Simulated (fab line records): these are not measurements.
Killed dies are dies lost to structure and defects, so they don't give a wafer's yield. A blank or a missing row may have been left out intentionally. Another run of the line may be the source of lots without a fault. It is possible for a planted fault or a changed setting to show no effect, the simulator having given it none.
fab line records + flow berkeleyCmos170
record
- lots=14
- wafers=42
- lastDay=15
route steps=331 shown SDANNEAL@205 PSD@206 NSD@207 PLDD@208
lots that met no fault: taken from a fault-free run of the same line
startH: hours from the record's first day to the start of the lot's first wafer shown + waitH: hours elapsed since this lot's preceding step + " unchanged from the row above + L1.1+2: several wafers, shown together as one row + - no value, or no start was given + * or withheld: withheld + < > ~ a bound
route shown NAME@n: a module of which the file shows steps, and the number in the route of the first + usual: mean/standard deviation of fault-free wafers + same: alike in all rows + chamber/n: place in a boat + sites: each site's reading + _std_site: standard deviation of those values + _edge_site: outer sites' mean less inner sites' + radiusMm: how far each site lies from the wafer's centre + mask NAME#n: copy n + behind: the last tool/chamber to shape the wafer + hold: why the lot went on hold/how many hours it stayed there/how the hold came to an end + device: the n, p or np transistor that did not switch + end of line: tests of these same wafers at the route's end + a step given without rows: its recipe and nothing more + killed: the dies lost at the first sort to structure and to defects; this is not the yield of the wafer + map: shows each die of a wafer: x if killed, . if not, _ if none is there
set.NAME: the setting that was run; set.NAME@STEP: the one run at that earlier step + model.NAME: the simulator's own value behind a step, which no gauge read
steps of the route over a sample of lots; a table a step, a row a wafer
services: the hour from which a tool's chamber was out of use, counted from the record's first day as startH (under 0 if before that day), plus the number of hours and why
## steps
# step UCB170_SDANNEAL_RTA_01
# recipe
- tempC=1050
- timeS=5
- ambient=N2
# usual
- lampPowerPct=38.9/2.7
- wafer_temp_C_max=1053.9/1.1
| lot.wafer | tool         | chamber | startH | waitH | lampPowerPct | wafer_temp_C_max |
|-----------|--------------|---------|--------|-------|--------------|------------------|
| L263.2    | rtpAnneal-02 | 0       | 176.18 | 0.1   | 36.6         | 1052.6           |
| L263.3    | "            | 0       | "      | "     | 36.6         | 1052.6           |
| L263.4    | "            | 0       | "      | "     | 36.6         | 1052.4           |
| L262.1    | rtpAnneal-01 | 0       | 176.92 | 0.1   | 42.0         | 1055.3           |
| L262.4    | "            | 0       | "      | "     | 42.0         | 1054.6           |
| L262.6    | "            | 0       | "      | "     | 42.1         | 1054.7           |
| L264.2    | rtpAnneal-02 | 0       | 189.27 | 0.1   | 36.6         | 1053.5           |
| L264.4    | "            | 0       | "      | "     | 36.6         | 1052.3           |
| L264.5    | "            | 0       | "      | "     | 36.6         | 1053.5           |
| L265.1    | rtpAnneal-01 | 0       | 189.76 | 0.1   | 42.1         | 1054.4           |
| L265.4    | "            | 0       | "      | "     | 42.1         | 1054.8           |
| L265.6    | "            | 0       | "      | "     | 42.1         | 1056.2           |
| L268.1    | rtpAnneal-02 | 0       | 203.91 | 0.1   | 36.6         | 1052.5           |
| L268.2    | "            | 0       | "      | "     | 36.6         | 1055.3           |
| L268.4    | "            | 0       | "      | "     | 36.6         | 1053.5           |
| L266.2    | rtpAnneal-01 | 0       | 206.53 | 0.1   | 42.0         | 1054.6           |
| L266.5    | "            | 0       | "      | "     | 42.0         | 1053.9           |
| L266.6    | "            | 0       | "      | "     | 42.1         | 1053.9           |
| L267.2    | rtpAnneal-02 | 0       | 206.53 | 0.1   | 36.6         | 1052.4           |
| L267.5    | "            | 0       | "      | "     | 36.6         | 1053.4           |
| L267.6    | "            | 0       | "      | "     | 36.6         | 1052.7           |
| L269.2    | rtpAnneal-02 | 0       | 206.66 | 0.1   | 36.7         | 1054.0           |
| L269.4    | "            | 0       | "      | "     | 36.6         | 1053.1           |
| L269.5    | "            | 0       | "      | "     | 36.6         | 1053.5           |
| L274.4    | rtpAnneal-02 | 0       | 249.03 | 0.1   | 36.6         | 1053.4           |
| L274.5    | "            | 0       | "      | "     | 36.6         | 1053.3           |
| L274.6    | "            | 0       | "      | "     | 36.7         | 1052.5           |
| L278.2    | rtpAnneal-01 | 0       | 270.41 | 0.1   | 42.1         | 1054.9           |
| L278.5    | "            | 0       | "      | "     | 42.1         | 1056.4           |
| L278.6    | "            | 0       | "      | "     | 42.1         | 1053.6           |
| L277.3    | rtpAnneal-01 | 0       | 270.86 | 0.1   | 42.1         | 1055.2           |
| L277.4    | "            | 0       | "      | "     | 42.1         | 1053.1           |
| L277.5    | "            | 0       | "      | "     | 42.1         | 1054.6           |
| L281.1    | rtpAnneal-02 | 0       | 272.68 | 0.1   | 36.7         | 1053.0           |
| L281.2    | "            | 0       | "      | "     | 36.6         | 1053.0           |
| L281.5    | "            | 0       | "      | "     | 36.6         | 1052.1           |
| L282.1    | rtpAnneal-02 | 0       | 311.90 | 0.1   | 36.7         | 1052.9           |
| L282.4    | "            | 0       | "      | "     | 36.6         | 1053.5           |
| L282.6    | "            | 0       | "      | "     | 36.6         | 1053.6           |
| L284.1    | rtpAnneal-02 | 0       | 320.50 | 0.1   | 36.6         | 1053.7           |
| L284.5    | "            | 0       | "      | "     | 36.6         | 1053.5           |
| L284.6    | "            | 0       | "      | "     | 36.6         | 1054.4           |
# step UCB170_SDANNEAL_RS_MEAS_02
# recipe
- thkMeasGauge=four-point-probe
# usual
- PSD_RS=75.47/0.29
| lot.wafer | tool         | chamber | startH | waitH | PSD_RS[ohm/sq] |
|-----------|--------------|---------|--------|-------|----------------|
| L263.2    | filmMetro-02 | -       | 176.25 | 0.1   | 75.37          |
| L263.3    | "            | -       | "      | "     | 75.78          |
| L263.4    | "            | -       | "      | "     | 75.16          |
| L262.1    | filmMetro-04 | -       | 176.98 | 0.0   | 75.35          |
| L262.4    | "            | -       | "      | "     | 75.19          |
| L262.6    | "            | -       | "      | "     | 75.08          |
| L264.2    | filmMetro-02 | -       | 189.34 | 0.1   | 75.55          |
| L264.4    | "            | -       | "      | "     | 75.56          |
| L264.5    | "            | -       | "      | "     | 75.62          |
| L265.1    | filmMetro-01 | -       | 189.82 | 0.0   | 75.74          |
| L265.4    | "            | -       | "      | "     | 75.56          |
| L265.6    | "            | -       | "      | "     | 75.69          |
| L268.1    | filmMetro-01 | -       | 203.97 | 0.0   | 75.90          |
| L268.2    | "            | -       | "      | "     | 75.78          |
| L268.4    | "            | -       | "      | "     | 75.61          |
| L266.2    | filmMetro-02 | -       | 206.60 | 0.1   | 74.96          |
| L266.5    | "            | -       | "      | "     | 75.05          |
| L266.6    | "            | -       | "      | "     | 75.10          |
| L267.2    | filmMetro-04 | -       | 206.60 | 0.1   | 75.52          |
| L267.5    | "            | -       | "      | "     | 75.29          |
| L267.6    | "            | -       | "      | "     | 75.51          |
| L269.2    | filmMetro-01 | -       | 206.73 | 0.1   | 76.31          |
| L269.4    | "            | -       | "      | "     | 75.78          |
| L269.5    | "            | -       | "      | "     | 75.66          |
| L274.4    | filmMetro-04 | -       | 249.12 | 0.1   | 75.48          |
| L274.5    | "            | -       | "      | "     | 75.37          |
| L274.6    | "            | -       | "      | "     | 75.12          |
| L278.2    | filmMetro-02 | -       | 270.48 | 0.1   | 105.48         |
| L278.5    | "            | -       | "      | "     | 104.94         |
| L278.6    | "            | -       | "      | "     | 105.28         |
| L277.3    | filmMetro-01 | -       | 270.94 | 0.1   | 105.50         |
| L277.4    | "            | -       | "      | "     | 105.41         |
| L277.5    | "            | -       | "      | "     | 105.43         |
| L281.1    | filmMetro-01 | -       | 272.74 | 0.0   | 75.48          |
| L281.2    | "            | -       | "      | "     | 75.44          |
| L281.5    | "            | -       | "      | "     | 75.62          |
| L282.1    | filmMetro-02 | -       | 311.96 | 0.0   | 75.79          |
| L282.4    | "            | -       | "      | "     | 75.90          |
| L282.6    | "            | -       | "      | "     | 76.08          |
| L284.1    | filmMetro-02 | -       | 320.56 | 0.0   | 75.62          |
| L284.5    | "            | -       | "      | "     | 75.58          |
| L284.6    | "            | -       | "      | "     | 75.48          |
# step UCB170_SDANNEAL_RS_MEAS_03
# recipe
- thkMeasGauge=four-point-probe
# usual
- NSD_RS=37.26/0.091
| lot.wafer | tool         | chamber | startH | waitH | NSD_RS[ohm/sq] |
|-----------|--------------|---------|--------|-------|----------------|
| L263.2    | filmMetro-02 | -       | 176.37 | 0.1   | 37.27          |
| L263.3    | "            | -       | "      | "     | 37.31          |
| L263.4    | "            | -       | "      | "     | 37.29          |
| L262.1    | filmMetro-04 | -       | 177.10 | 0.1   | 37.27          |
| L262.4    | "            | -       | "      | "     | 37.24          |
| L262.6    | "            | -       | "      | "     | 37.35          |
| L264.2    | filmMetro-02 | -       | 189.46 | 0.1   | 37.35          |
| L264.4    | "            | -       | "      | "     | 37.29          |
| L264.5    | "            | -       | "      | "     | 37.28          |
| L265.1    | filmMetro-01 | -       | 189.94 | 0.1   | 37.47          |
| L265.4    | "            | -       | "      | "     | 37.48          |
| L265.6    | "            | -       | "      | "     | 37.30          |
| L268.1    | filmMetro-01 | -       | 204.09 | 0.1   | 37.21          |
| L268.2    | "            | -       | "      | "     | 37.29          |
| L268.4    | "            | -       | "      | "     | 37.25          |
| L266.2    | filmMetro-02 | -       | 206.72 | 0.1   | 37.14          |
| L266.5    | "            | -       | "      | "     | 37.24          |
| L266.6    | "            | -       | "      | "     | 37.10          |
| L267.2    | filmMetro-04 | -       | 206.72 | 0.1   | 37.25          |
| L267.5    | "            | -       | "      | "     | 37.32          |
| L267.6    | "            | -       | "      | "     | 37.26          |
| L269.2    | filmMetro-01 | -       | 206.85 | 0.1   | 37.43          |
| L269.4    | "            | -       | "      | "     | 37.39          |
| L269.5    | "            | -       | "      | "     | 37.43          |
| L274.4    | filmMetro-04 | -       | 249.24 | 0.1   | 37.22          |
| L274.5    | "            | -       | "      | "     | 37.30          |
| L274.6    | "            | -       | "      | "     | 37.20          |
| L278.2    | filmMetro-02 | -       | 270.60 | 0.1   | 40.67          |
| L278.5    | "            | -       | "      | "     | 40.57          |
| L278.6    | "            | -       | "      | "     | 40.60          |
| L277.3    | filmMetro-01 | -       | 271.06 | 0.1   | 40.57          |
| L277.4    | "            | -       | "      | "     | 40.60          |
| L277.5    | "            | -       | "      | "     | 40.66          |
| L281.1    | filmMetro-01 | -       | 272.86 | 0.1   | 37.31          |
| L281.2    | "            | -       | "      | "     | 37.33          |
| L281.5    | "            | -       | "      | "     | 37.29          |
| L282.1    | filmMetro-02 | -       | 312.08 | 0.1   | 37.31          |
| L282.4    | "            | -       | "      | "     | 37.33          |
| L282.6    | "            | -       | "      | "     | 37.36          |
| L284.1    | filmMetro-02 | -       | 320.68 | 0.1   | 37.19          |
| L284.5    | "            | -       | "      | "     | 37.14          |
| L284.6    | "            | -       | "      | "     | 37.11          |
# step UCB170_SDANNEAL_RS_MEAS_04
# recipe
- thkMeasGauge=four-point-probe
# usual
- PLDD_RS=1031.0/2.8
| lot.wafer | tool         | chamber | startH | waitH | PLDD_RS[ohm/sq] |
|-----------|--------------|---------|--------|-------|-----------------|
| L263.2    | filmMetro-02 | -       | 176.49 | 0.1   | 1031.5          |
| L263.3    | "            | -       | "      | "     | 1037.2          |
| L263.4    | "            | -       | "      | "     | 1033.6          |
| L262.1    | filmMetro-04 | -       | 177.22 | 0.1   | 1030.8          |
| L262.4    | "            | -       | "      | "     | 1033.8          |
| L262.6    | "            | -       | "      | "     | 1030.0          |
| L264.2    | filmMetro-02 | -       | 189.58 | 0.1   | 1030.9          |
| L264.4    | "            | -       | "      | "     | 1031.9          |
| L264.5    | "            | -       | "      | "     | 1030.9          |
| L265.1    | filmMetro-01 | -       | 190.06 | 0.1   | 1034.4          |
| L265.4    | "            | -       | "      | "     | 1035.5          |
| L265.6    | "            | -       | "      | "     | 1037.8          |
| L268.1    | filmMetro-01 | -       | 204.21 | 0.1   | 1029.8          |
| L268.2    | "            | -       | "      | "     | 1024.9          |
| L268.4    | "            | -       | "      | "     | 1025.3          |
| L266.2    | filmMetro-02 | -       | 206.84 | 0.1   | 1031.0          |
| L266.5    | "            | -       | "      | "     | 1029.0          |
| L266.6    | "            | -       | "      | "     | 1031.3          |
| L267.2    | filmMetro-04 | -       | 206.84 | 0.1   | 1031.1          |
| L267.5    | "            | -       | "      | "     | 1028.9          |
| L267.6    | "            | -       | "      | "     | 1031.8          |
| L269.2    | filmMetro-01 | -       | 206.97 | 0.1   | 1030.4          |
| L269.4    | "            | -       | "      | "     | 1031.8          |
| L269.5    | "            | -       | "      | "     | 1033.3          |
| L274.4    | filmMetro-04 | -       | 249.36 | 0.1   | 1031.1          |
| L274.5    | "            | -       | "      | "     | 1030.1          |
| L274.6    | "            | -       | "      | "     | 1029.2          |
| L278.2    | filmMetro-02 | -       | 270.72 | 0.1   | 1053.9          |
| L278.5    | "            | -       | "      | "     | 1052.3          |
| L278.6    | "            | -       | "      | "     | 1051.1          |
| L277.3    | filmMetro-01 | -       | 271.18 | 0.1   | 1048.5          |
| L277.4    | "            | -       | "      | "     | 1045.1          |
| L277.5    | "            | -       | "      | "     | 1048.2          |
| L281.1    | filmMetro-01 | -       | 272.98 | 0.1   | 1027.7          |
| L281.2    | "            | -       | "      | "     | 1029.6          |
| L281.5    | "            | -       | "      | "     | 1029.8          |
| L282.1    | filmMetro-02 | -       | 312.20 | 0.1   | 1033.0          |
| L282.4    | "            | -       | "      | "     | 1033.3          |
| L282.6    | "            | -       | "      | "     | 1032.3          |
| L284.1    | filmMetro-02 | -       | 320.80 | 0.1   | 1029.1          |
| L284.5    | "            | -       | "      | "     | 1030.6          |
| L284.6    | "            | -       | "      | "     | 1032.1          |
## services
| tool         | chamber | startH | hours | kind   |
|--------------|---------|--------|-------|--------|
| rtpAnneal-02 | -       | 170.41 | 1.9   | repair |
## key
firstSign
- step=UCB170_SDANNEAL_RS_MEAS_02
- reading=PSD_RS
- direction=up
- sigmas=99+
- usual=75.47
- struck=105.34
effect
- step=UCB170_SDANNEAL_RS_MEAS_03
- reading=NSD_RS
- direction=up
- sigmas=37
- usual=37.26
- struck=40.61
effect
- step=UCB170_SDANNEAL_RS_MEAS_04
- reading=PLDD_RS
- direction=up
- sigmas=6.7
- usual=1031.0
- struck=1049.9
metAt UCB170_SDANNEAL_RTA_01
struckLots L277,L278
testerLeftOut L277,L278
onsetBetween 206.53 270.41
fault
- kind=processParameterDrift
- tool=rtpAnneal-01
- chamber=-
- onsetH=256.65
- steps=UCB170_SDANNEAL_RTA_01
- channel=timeS
- offset=*
- shape=step
- endH=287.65
- actsIn=*
- stated=*
# testerLeftOut: of these lots the tester's yield and bins aren't shown, on N5 and GAA mostly nor the transistor test; their killed dies are dies lost to structure and defects alone, not to doping, threshold or leakage, so they don't give the yield
